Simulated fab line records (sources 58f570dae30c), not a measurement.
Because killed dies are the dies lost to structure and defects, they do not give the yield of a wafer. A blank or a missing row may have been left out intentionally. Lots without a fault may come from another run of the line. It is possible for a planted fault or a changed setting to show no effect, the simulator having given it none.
fab line records	flow berkeley_cmos170	part 1 of 2: steps 1 to 28 of 37
[record] lots = 5	wafers = 15	last_day = 11
route steps=331 shown PWELL@40 WELLDRIVE@55 ACTIVE@60
lots with no fault: from the same line, run without faults
start_h: start of the lot's first displayed wafer, in hours after the record's first day	wait_h: hours elapsed since this lot's preceding step	" the same as in the row above	L1.1+2: a row that stands for several wafers	- no value, or no start given	* or withheld: withheld	< > ~ a bound
route shown NAME@n: a module of which the file shows steps, and the number in the route of the first	usual: mean/standard deviation of fault-free wafers	same: alike in all rows	chamber/n: place in a boat	sites: per-site readings	_std_site: the values' standard deviation	_edge_site: outer sites' mean less inner sites'	radius_mm: how far each site lies from the wafer's centre	mask NAME#n: copy n	behind: the most recent tool/chamber to have shaped the wafer	hold: why the lot was held/for how many hours/how that ended	device: which transistor (n, p or np) failed to switch	end of line: tests run on the same wafers once the route is complete	a step with no rows: only its recipe	killed: at the first sort, the dies lost to defects and structure; wafer yield is something else	map: the dies of a wafer, with x for killed, . for not killed, _ for no die there
set.NAME: the setting as run; set.NAME@STEP: as run at that earlier step	model.NAME: the simulator's own value behind a step, which no gauge read
lots seen at some steps along the route; tables by step, rows by wafer
services: when a tool's chamber went out of use (start_h, in hours from the record's first day, below 0 if earlier), for how many hours, and the reason
[[steps]]
[step UCB170_PWELL_THK_MEAS_06]
[recipe] reads = Si3N4_of_PWELL_CVD_05
[usual] PWELL_NITRIDE_THK = 220.5/2.3
lot.wafer	tool	chamber	start_h	wait_h	PWELL_NITRIDE_THK[nm]
L075.4	film_metro-04	-	55.64	0.0	217.3
L075.5	"	-	"	"	219.6
L075.6	"	-	"	"	218.4
L078.2	film_metro-01	-	62.33	0.0	219.5
L078.4	"	-	"	"	217.2
L078.6	"	-	"	"	217.6
L086.2	film_metro-01	-	104.63	0.0	217.8
L086.4	"	-	"	"	217.9
L086.6	"	-	"	"	217.8
L088.3	film_metro-02	-	110.08	0.0	220.1
L088.4	"	-	"	"	219.6
L088.5	"	-	"	"	220.8
L092.1	film_metro-01	-	136.45	0.0	221.5
L092.3	"	-	"	"	221.1
L092.5	"	-	"	"	221.1
[step UCB170_PWELL_HMDS_07]
[recipe] prime_time_s = 60	prime_temp_c = 100
[usual] exhaust_pa = 45.0/0.84
lot.wafer	tool	chamber	start_h	wait_h	exhaust_pa
L075.4	litho_track-03	0	56.03	0.4	45.8
L075.5	"	0	"	"	45.9
L075.6	"	0	"	"	45.3
L078.2	litho_track-01	0	62.74	0.4	44.2
L078.4	"	0	"	"	44.5
L078.6	"	0	"	"	44.7
L086.2	litho_track-03	0	104.96	0.3	45.1
L086.4	"	0	"	"	47.3
L086.6	"	0	"	"	47.0
L088.3	litho_track-02	0	110.17	0.1	45.0
L088.4	"	0	"	"	43.5
L088.5	"	0	"	"	44.8
L092.1	litho_track-01	0	136.51	0.1	45.4
L092.3	"	0	"	"	45.6
L092.5	"	0	"	"	46.7
[step UCB170_PWELL_COAT_08]
[recipe] resist = KrF	spin_rpm = 1500	resist_thk_nm = 900
[usual] dispense_pressure_kPa = 51.5/0.84	exhaust_pa = 44.9/0.9
lot.wafer	tool	chamber	start_h	wait_h	dispense_pressure_kPa	exhaust_pa
L075.4	litho_track-03	0	56.18	0.1	52.8	46.6
L075.5	"	0	"	"	52.8	44.8
L075.6	"	0	"	"	52.8	45.5
L078.2	litho_track-01	0	62.89	0.1	50.8	43.5
L078.4	"	0	"	"	50.8	44.5
L078.6	"	0	"	"	50.8	43.7
L086.2	litho_track-03	0	105.11	0.1	52.8	46.4
L086.4	"	0	"	"	52.8	45.9
L086.6	"	0	"	"	52.8	46.5
L088.3	litho_track-02	0	110.32	0.1	51.3	46.3
L088.4	"	0	"	"	51.3	44.9
L088.5	"	0	"	"	51.3	44.3
L092.1	litho_track-01	0	136.66	0.1	50.8	45.6
L092.3	"	0	"	"	50.7	44.5
L092.5	"	0	"	"	50.7	45.0
[step UCB170_PWELL_SOFTBAKE_09]
[recipe] resist = KrF	temp_c = 130	time_s = 60
[usual] exhaust_pa = 45.1/0.93	plate_temp_C = 129.99/0.12
[same] time_s = 60
lot.wafer	tool	chamber	start_h	wait_h	exhaust_pa	plate_temp_C
L075.4	litho_track-03	0	56.33	0.1	45.6	129.85
L075.5	"	0	"	"	46.2	130.11
L075.6	"	0	"	"	45.7	129.87
L078.2	litho_track-01	0	63.04	0.1	45.4	129.98
L078.4	"	0	"	"	44.7	129.96
L078.6	"	0	"	"	44.4	129.89
L086.2	litho_track-03	0	105.26	0.1	45.3	130.25
L086.4	"	0	"	"	44.6	130.00
L086.6	"	0	"	"	46.0	130.05
L088.3	litho_track-02	0	110.47	0.1	45.3	130.07
L088.4	"	0	"	"	43.0	129.95
L088.5	"	0	"	"	44.5	130.04
L092.1	litho_track-01	0	136.81	0.1	44.1	130.10
L092.3	"	0	"	"	43.7	130.22
L092.5	"	0	"	"	44.7	130.23
[step UCB170_PWELL_EXPOSE_10]
[recipe] mask_id = PWELL	target_cd_nm = 3000	na = 0.5	sigma_outer = 0.6	source_shape = conventional	dose_mj = 19
[same] sigma_outer = 0.6
lot.wafer	tool	chamber	start_h	wait_h	mask
L075.4+5+6	krf_scanner-01	0	56.46	0.1	PWELL#0
L078.2+4+6	krf_scanner-01	0	63.50	0.4	PWELL#0
L086.2+4+6	krf_scanner-02	0	105.58	0.3	PWELL#0
L088.3+4+5	krf_scanner-01	0	110.61	0.1	PWELL#0
L092.1+3+5	krf_scanner-01	0	136.96	0.1	PWELL#0
[step UCB170_PWELL_PEB_11]
[recipe] peb_temp_c = 130	peb_time_s = withheld	resist = KrF
[usual] exhaust_pa = 44.9/0.93	plate_temp_C = 130.01/0.13
lot.wafer	tool	chamber	start_h	wait_h	exhaust_pa	plate_temp_C
L075.4	litho_track-02	0	56.60	0.1	45.0	130.01
L075.5	"	0	"	"	44.0	129.98
L075.6	"	0	"	"	45.5	130.04
L078.2	litho_track-01	0	63.74	0.2	46.2	130.11
L078.4	"	0	"	"	46.2	130.19
L078.6	"	0	"	"	44.4	130.13
L086.2	litho_track-03	0	106.14	0.5	46.1	130.07
L086.4	"	0	"	"	46.0	130.03
L086.6	"	0	"	"	45.2	130.07
L088.3	litho_track-01	0	110.87	0.2	44.1	130.11
L088.4	"	0	"	"	43.6	129.85
L088.5	"	0	"	"	44.8	129.86
L092.1	litho_track-02	0	137.07	0.1	44.2	130.10
L092.3	"	0	"	"	43.6	129.90
L092.5	"	0	"	"	45.0	130.15
[step UCB170_PWELL_DEVELOP_12]
[recipe] developer = TMAH	develop_time_s = 45	resist = KrF	dev_temp_c = 21
[usual] exhaust_pa = 45.2/0.96
lot.wafer	tool	chamber	start_h	wait_h	exhaust_pa
L075.4	litho_track-02	0	-	-	45.1
L075.5	"	0	"	"	45.9
L075.6	"	0	"	"	44.8
L078.2	litho_track-01	0	-	-	43.2
L078.4	"	0	"	"	44.2
L078.6	"	0	"	"	44.1
L086.2	litho_track-03	0	-	-	45.1
L086.4	"	0	"	"	45.8
L086.6	"	0	"	"	46.6
L088.3	litho_track-01	0	-	-	46.3
L088.4	"	0	"	"	43.8
L088.5	"	0	"	"	44.7
L092.1	litho_track-02	0	-	-	44.7
L092.3	"	0	"	"	44.2
L092.5	"	0	"	"	44.4
[step UCB170_PWELL_OVL_MEAS_13]
[usual] PWELL_OVL = 1/5
lot.wafer	tool	chamber	start_h	wait_h	PWELL_OVL[nm]
L075.4	overlay-02	-	56.82	-	7
L075.5	"	-	"	"	-6
L075.6	"	-	"	"	8
L078.2	overlay-01	-	64.00	-	-1
L078.4	"	-	"	"	6
L078.6	"	-	"	"	1
L086.2	overlay-02	-	106.39	-	2
L086.4	"	-	"	"	8
L086.6	"	-	"	"	3
L088.3	overlay-01	-	111.11	-	-2
L088.4	"	-	"	"	1
L088.5	"	-	"	"	-3
L092.1	overlay-01	-	137.35	-	-2
L092.3	"	-	"	"	-9
L092.5	"	-	"	"	-5
[step UCB170_PWELL_ETCH_14]
[recipe] chemistry = CH3F/Ar/O2	target = Si3N4	stop_on = SiO2	CH3F_flow_sccm = 20	Ar_flow_sccm = 50	O2_flow_sccm = 7	pressure_mtorr = 50	rf_w = 450	target_depth_a = 2420	over_etch_frac = 0.1	time_s = 151
[usual] CH3F_flow_sccm = 20.00/0.067	drypump_motor_current_A = 5.9/0.45	mfc_ar_sccm = 50.01/0.15	oes_product_au = 0.949/0.015	throttle_valve_pct = 8.02/0.15
[same] time_s = 151
lot.wafer	tool	chamber	start_h	wait_h	CH3F_flow_sccm	drypump_motor_current_A	mfc_ar_sccm	oes_product_au	rf_hours_counter_h	throttle_valve_pct
L075.4	rie_diel-04	0	56.83	0.0	20.02	6.5	50.13	0.959	29	7.87
L075.5	"	1	"	"	19.91	6.4	49.87	0.930	-	7.98
L075.6	"	2	"	"	20.04	5.3	49.94	0.946	-	8.12
L078.2	rie_diel-02	0	64.03	0.0	19.98	5.7	50.22	0.932	99	7.98
L078.4	"	2	"	"	20.00	5.5	50.09	0.921	-	8.31
L078.6	"	3	"	"	19.91	6.4	49.97	0.962	-	7.88
L086.2	rie_diel-03	2	106.42	0.0	20.11	6.3	50.06	0.960	11	7.90
L086.4	"	1	"	"	20.00	5.2	49.94	0.941	-	8.14
L086.6	"	2	"	"	19.96	6.3	50.00	0.964	-	7.93
L088.3	rie_diel-04	3	111.13	0.0	19.86	6.7	50.29	0.949	51	7.95
L088.4	"	0	"	"	19.96	6.5	49.96	0.961	31	7.85
L088.5	"	0	"	"	20.12	6.5	49.97	0.970	-	7.85
L092.1	rie_diel-03	1	137.38	0.0	20.10	5.2	50.27	0.944	140	8.15
L092.3	"	3	"	"	20.01	6.3	49.90	0.937	1	7.94
L092.5	"	0	"	"	19.98	5.8	50.08	0.955	-	8.25
[step UCB170_PWELL_IMPLANT_15]
[recipe] species = B	dose_cm2 = 5.116e+12	energy_kev = 60	tilt_deg = 7
lot.wafer	tool	chamber	start_h	wait_h
L075.4+5+6	implanter-04	0	57.01	0.1
L078.2+4+6	implanter-04	0	64.16	0.1
L086.2+4+6	implanter-01	0	106.55	0.1
L088.3+4+5	implanter-04	0	111.28	0.1
L092.1+3+5	implanter-02	0	137.48	0.1
[step UCB170_PWELL_STRIP_16]
[recipe] chemistry = O2	power_w = 400	pressure_mtorr = 3500	platen_temp_c = withheld	o2_flow_sccm = 400	overash_fraction = 0.5
[usual] drypump_motor_current_A = 5.7/0.38	oes_product_au = 0.721/0.0045	strip_time_to_endpoint_s = 18.06/0.092
lot.wafer	tool	chamber	start_h	wait_h	drypump_motor_current_A	oes_product_au	rf_hours_counter_h	strip_time_to_endpoint_s
L075.4	plasma_asher-01	1	57.12	0.1	6.0	0.718	-	17.82
L075.5	"	0	"	"	5.9	0.729	-	18.14
L075.6	"	1	"	"	6.0	0.720	-	17.90
L078.2	plasma_asher-02	0	64.28	0.1	5.7	0.731	35	18.15
L078.4	"	1	"	"	6.0	0.721	-	18.05
L078.6	"	0	"	"	5.7	0.726	-	18.06
L086.2	plasma_asher-03	1	106.68	0.1	4.8	0.727	39	18.15
L086.4	"	1	"	"	4.8	0.725	-	18.18
L086.6	"	1	"	"	4.8	0.719	-	18.11
L088.3	plasma_asher-02	0	111.41	0.1	5.7	0.719	-	18.06
L088.4	"	1	"	"	6.0	0.717	-	17.98
L088.5	"	1	"	"	6.0	0.716	-	17.89
L092.1	plasma_asher-02	1	137.63	0.1	6.0	0.718	43	18.14
L092.3	"	1	"	"	6.0	0.721	-	18.06
L092.5	"	1	"	"	6.0	0.723	-	18.01
[step UCB170_PWELL_TW_MEAS_17]
[usual] PWELL_TW = 380/3.7
lot.wafer	tool	chamber	start_h	wait_h	PWELL_TW
L075.4	film_metro-04	-	57.21	0.1	373
L075.5	"	-	"	"	372
L075.6	"	-	"	"	374
L078.2	film_metro-02	-	64.39	0.1	383
L078.4	"	-	"	"	380
L078.6	"	-	"	"	380
L086.2	film_metro-02	-	106.79	0.1	383
L086.4	"	-	"	"	383
L086.6	"	-	"	"	382
L088.3	film_metro-01	-	111.50	0.1	378
L088.4	"	-	"	"	375
L088.5	"	-	"	"	379
L092.1	film_metro-04	-	137.73	0.1	374
L092.3	"	-	"	"	374
L092.5	"	-	"	"	374
[step UCB170_PWELL_CLEAN_18]
[recipe] chemistry = SPM	temp_c = 120	time_s = 600
[same] time_s = 600
lot.wafer	tool	chamber	start_h	wait_h
L075.4+5+6	wet_bench-02	0	57.30	0.1
L078.2+4+6	wet_bench-03	1	65.91	1.5
L086.2+4+6	wet_bench-04	2	107.32	0.5
L088.3+4+5	wet_bench-04	2	111.69	0.2
L092.1+3+5	wet_bench-04	0	137.79	0.1
[step UCB170_PWELL_WET_ETCH_19]
[recipe] chemistry = H3PO4	target = Si3N4	temp_c = 160	time_s = 14400
[same] time_s = 14400
lot.wafer	tool	chamber	start_h	wait_h
L075.4+5+6	wet_bench-02	3	57.65	0.2
L078.2+4+6	wet_bench-03	1	66.17	0.1
L086.2+4+6	wet_bench-04	1	107.68	0.2
L088.3+4+5	wet_bench-04	0	112.12	0.3
L092.1+3+5	wet_bench-04	1	137.97	0.0
[step UCB170_PWELL_WET_ETCH_20]
[recipe] chemistry = BOE	dilution = 5:1	target = SiO2	temp_c = 25	time_s = 22
[same] time_s = 22
lot.wafer	tool	chamber	start_h	wait_h
L075.4+5+6	wet_bench-04	3	61.66	0.0
L078.2+4+6	wet_bench-03	1	70.17	0.0
L086.2+4+6	wet_bench-04	1	111.86	0.2
L088.3+4+5	wet_bench-02	0	116.13	0.0
L092.1+3+5	wet_bench-03	2	141.98	0.0
[step UCB170_WELLDRIVE_CLEAN_00]
[recipe] chemistry = SPM	temp_c = 120	time_s = 600
[same] time_s = 600
lot.wafer	tool	chamber	start_h	wait_h
L075.4+5+6	wet_bench-03	1	61.68	0.0
L078.2+4+6	wet_bench-03	1	70.19	0.0
L086.2+4+6	wet_bench-03	0	113.20	1.3
L088.3+4+5	wet_bench-02	3	116.14	0.0
L092.1+3+5	wet_bench-02	0	141.99	0.0
[step UCB170_WELLDRIVE_OXIDATION_01]
[recipe] temp_c = 1100	ambient = O2	target_thk_a = 1990	ox_time_s = 9000
[usual] tube_center_temp_C_max = 1102.8/0.47
lot.wafer	tool	chamber	start_h	wait_h	tube_center_temp_C_max
L075.4	furnace-02	0	64.35	2.5	1103.0
L075.5	"	0	"	"	1102.5
L075.6	"	0	"	"	1103.2
L078.2	furnace-03	0	74.74	4.3	1102.7
L078.4	"	0	"	"	1103.3
L078.6	"	0	"	"	1103.4
L086.2	furnace-03	0	117.20	3.8	1102.4
L086.4	"	0	"	"	1103.3
L086.6	"	0	"	"	1102.5
L088.3	furnace-03	0	117.20	0.9	1102.9
L088.4	"	0	"	"	1102.4
L088.5	"	0	"	"	1103.3
L092.1	furnace-03	0	145.42	3.3	1102.5
L092.3	"	0	"	"	1102.6
L092.5	"	0	"	"	1102.4
[step UCB170_WELLDRIVE_THK_MEAS_02]
[recipe] reads = SiO2_of_WELLDRIVE_OXIDATION_01
[usual] WELLDRIVE_OXIDE_THK = 201/3.6
lot.wafer	tool	chamber	start_h	wait_h	WELLDRIVE_OXIDE_THK[nm]
L075.4	film_metro-02	-	67.88	0.0	201
L075.5	"	-	"	"	202
L075.6	"	-	"	"	201
L078.2	film_metro-02	-	78.25	0.0	207
L078.4	"	-	"	"	203
L078.6	"	-	"	"	204
L086.2	film_metro-03	-	120.71	0.0	199
L086.4	"	-	"	"	202
L086.6	"	-	"	"	202
L088.3	film_metro-04	-	120.78	0.1	198
L088.4	"	-	"	"	199
L088.5	"	-	"	"	200
L092.1	film_metro-04	-	148.92	0.0	197
L092.3	"	-	"	"	200
L092.5	"	-	"	"	198
[step UCB170_WELLDRIVE_ANNEAL_03]
[recipe] temp_c = 1100	time_s = 900	ambient = N2
[usual] tube_center_temp_C_max = 1102.8/0.44
[same] time_s = 900
lot.wafer	tool	chamber	start_h	wait_h	tube_center_temp_C_max
L075.4	furnace-03	0	73.49	5.6	1103.4
L075.5	"	0	"	"	1102.7
L075.6	"	0	"	"	1103.5
L078.2	furnace-03	0	81.09	2.8	1102.7
L078.4	"	0	"	"	1102.3
L078.6	"	0	"	"	1102.6
L086.2	furnace-02	0	122.67	2.0	1102.8
L086.4	"	0	"	"	1102.8
L086.6	"	0	"	"	1102.8
L088.3	furnace-02	0	122.67	1.9	1102.5
L088.4	"	0	"	"	1102.3
L088.5	"	0	"	"	1102.6
L092.1	furnace-01	0	151.52	2.6	1102.7
L092.3	"	0	"	"	1103.6
L092.5	"	0	"	"	1102.6
[step UCB170_WELLDRIVE_WET_ETCH_04]
[recipe] chemistry = BOE	dilution = 5:1	target = SiO2	temp_c = 25	time_s = 120
[same] time_s = 120
lot.wafer	tool	chamber	start_h	wait_h
L075.4+5+6	wet_bench-03	1	74.74	0.0
L078.2+4+6	wet_bench-02	2	82.34	0.0
L086.2+4+6	wet_bench-02	1	123.92	0.0
L088.3+4+5	wet_bench-02	3	123.92	0.0
L092.1+3+5	wet_bench-03	0	152.90	0.1
[step UCB170_ACTIVE_CLEAN_00]
[recipe] chemistry = SPM	temp_c = 120	time_s = 600
[same] time_s = 600
lot.wafer	tool	chamber	start_h	wait_h
L075.4+5+6	wet_bench-02	3	74.79	0.0
L078.2+4+6	wet_bench-03	2	82.39	0.0
L086.2+4+6	wet_bench-02	1	123.97	0.0
L088.3+4+5	wet_bench-02	0	123.97	0.0
L092.1+3+5	wet_bench-03	3	152.95	0.0
[step UCB170_ACTIVE_CLEAN_01]
[recipe] chemistry = dHF	dilution = 25:1	time_s = 60
[same] time_s = 60
lot.wafer	tool	chamber	start_h	wait_h
L075.4+5+6	wet_bench-02	2	74.98	0.0
L078.2+4+6	wet_bench-02	0	82.58	0.0
L086.2+4+6	wet_bench-03	2	124.16	0.0
L088.3+4+5	wet_bench-03	2	124.16	0.0
L092.1+3+5	wet_bench-03	3	153.33	0.2
[step UCB170_ACTIVE_OXIDATION_02]
[recipe] temp_c = 1000	ambient = O2	target_thk_a = 264	ox_time_s = 1260
[usual] tube_center_temp_C_max = 1002.6/0.46
lot.wafer	tool	chamber	start_h	wait_h	tube_center_temp_C_max
L075.4	furnace-04	0	79.54	4.5	1002.7
L075.5	"	0	"	"	1002.2
L075.6	"	0	"	"	1002.0
L078.2	furnace-02	0	86.58	4.0	1002.0
L078.4	"	0	"	"	1003.2
L078.6	"	0	"	"	1003.0
L086.2	furnace-02	0	129.42	5.2	1002.5
L086.4	"	0	"	"	1002.8
L086.6	"	0	"	"	1002.4
L088.3	furnace-02	0	129.42	5.2	1003.5
L088.4	"	0	"	"	1002.2
L088.5	"	0	"	"	1003.1
L092.1	furnace-04	0	157.00	3.6	1003.3
L092.3	"	0	"	"	1002.2
L092.5	"	0	"	"	1002.4
[step UCB170_ACTIVE_THK_MEAS_03]
[recipe] reads = SiO2_of_ACTIVE_OXIDATION_02
[usual] ACTIVE_OXIDE_THK = 26.6/0.6
lot.wafer	tool	chamber	start_h	wait_h	ACTIVE_OXIDE_THK[nm]
L075.4	film_metro-02	-	80.92	0.0	26.4
L075.5	"	-	"	"	26.8
L075.6	"	-	"	"	26.4
L078.2	film_metro-01	-	87.94	0.0	25.6
L078.4	"	-	"	"	25.4
L078.6	"	-	"	"	25.2
L086.2	film_metro-03	-	130.78	0.0	26.3
L086.4	"	-	"	"	26.4
L086.6	"	-	"	"	26.4
L088.3	film_metro-02	-	130.79	0.0	26.9
L088.4	"	-	"	"	26.9
L088.5	"	-	"	"	27.4
L092.1	film_metro-02	-	158.35	0.0	26.6
L092.3	"	-	"	"	27.0
L092.5	"	-	"	"	26.8
[step UCB170_ACTIVE_ANNEAL_04]
[recipe] temp_c = 1000	time_s = 900	ambient = N2
[usual] tube_center_temp_C_max = 1002.6/0.4
[same] time_s = 900
lot.wafer	tool	chamber	start_h	wait_h	tube_center_temp_C_max
L075.4	furnace-03	0	83.84	2.9	1003.9
L075.5	"	0	"	"	1002.6
L075.6	"	0	"	"	1002.6
L078.2	furnace-03	0	91.43	3.5	1002.5
L078.4	"	0	"	"	1002.4
L078.6	"	0	"	"	1002.0
L086.2	furnace-02	0	133.61	2.8	1002.3
L086.4	"	0	"	"	1002.4
L086.6	"	0	"	"	1003.0
L088.3	furnace-02	0	133.61	2.8	1003.1
L088.4	"	0	"	"	1003.1
L088.5	"	0	"	"	1002.1
L092.1	furnace-02	0	161.06	2.7	1002.7
L092.3	"	0	"	"	1002.8
L092.5	"	0	"	"	1002.2
[step UCB170_ACTIVE_CVD_05]
[recipe] material = Si3N4	target_thk_nm = 220	temp_c = 800	precursor = SiH2Cl2/NH3	time_s = 3300	pressure_mtorr = 200	sih2cl2_flow_sccm = 25	nh3_flow_sccm = 75
[same] time_s = 3300
lot.wafer	tool	chamber	start_h	wait_h
L075.4+5+6	lpcvd-01	1	85.41	0.3
L078.2+4+6	lpcvd-02	1	92.68	0.0
L086.2+4+6	lpcvd-01	0	136.45	1.6
L088.3+4+5	lpcvd-01	1	136.45	1.6
L092.1+3+5	lpcvd-02	1	162.31	0.0
[step UCB170_ACTIVE_THK_MEAS_06]
[recipe] reads = Si3N4_of_ACTIVE_CVD_05
[usual] ACTIVE_NITRIDE_THK = 220.5/1.8
lot.wafer	tool	chamber	start_h	wait_h	ACTIVE_NITRIDE_THK[nm]
L075.4	film_metro-02	-	87.35	0.0	221.9
L075.5	"	-	"	"	221.5
L075.6	"	-	"	"	219.7
L078.2	film_metro-03	-	94.60	0.0	220.5
L078.4	"	-	"	"	222.3
L078.6	"	-	"	"	219.2
L088.3	film_metro-02	-	138.38	0.0	221.4
L088.4	"	-	"	"	220.9
L088.5	"	-	"	"	221.3
L086.2	film_metro-01	-	138.43	0.1	218.4
L086.4	"	-	"	"	219.6
L086.6	"	-	"	"	217.5
L092.1	film_metro-02	-	164.22	0.0	223.9
L092.3	"	-	"	"	224.0
L092.5	"	-	"	"	222.5
[step UCB170_ACTIVE_HMDS_07]
[recipe] prime_time_s = 60	prime_temp_c = 100
[usual] exhaust_pa = 44.8/0.95
lot.wafer	tool	chamber	start_h	wait_h	exhaust_pa
L075.4	litho_track-02	0	87.46	0.1	46.0
L075.5	"	0	"	"	46.0
L075.6	"	0	"	"	45.6
L078.2	litho_track-04	0	94.68	0.1	45.2
L078.4	"	0	"	"	45.7
L078.6	"	0	"	"	45.2
L088.3	litho_track-02	0	138.71	0.3	45.3
L088.4	"	0	"	"	47.1
L088.5	"	0	"	"	47.1
L086.2	litho_track-01	0	139.18	0.7	44.8
L086.4	"	0	"	"	44.5
L086.6	"	0	"	"	45.5
L092.1	litho_track-01	0	164.48	0.2	43.4
L092.3	"	0	"	"	44.8
L092.5	"	0	"	"	43.7
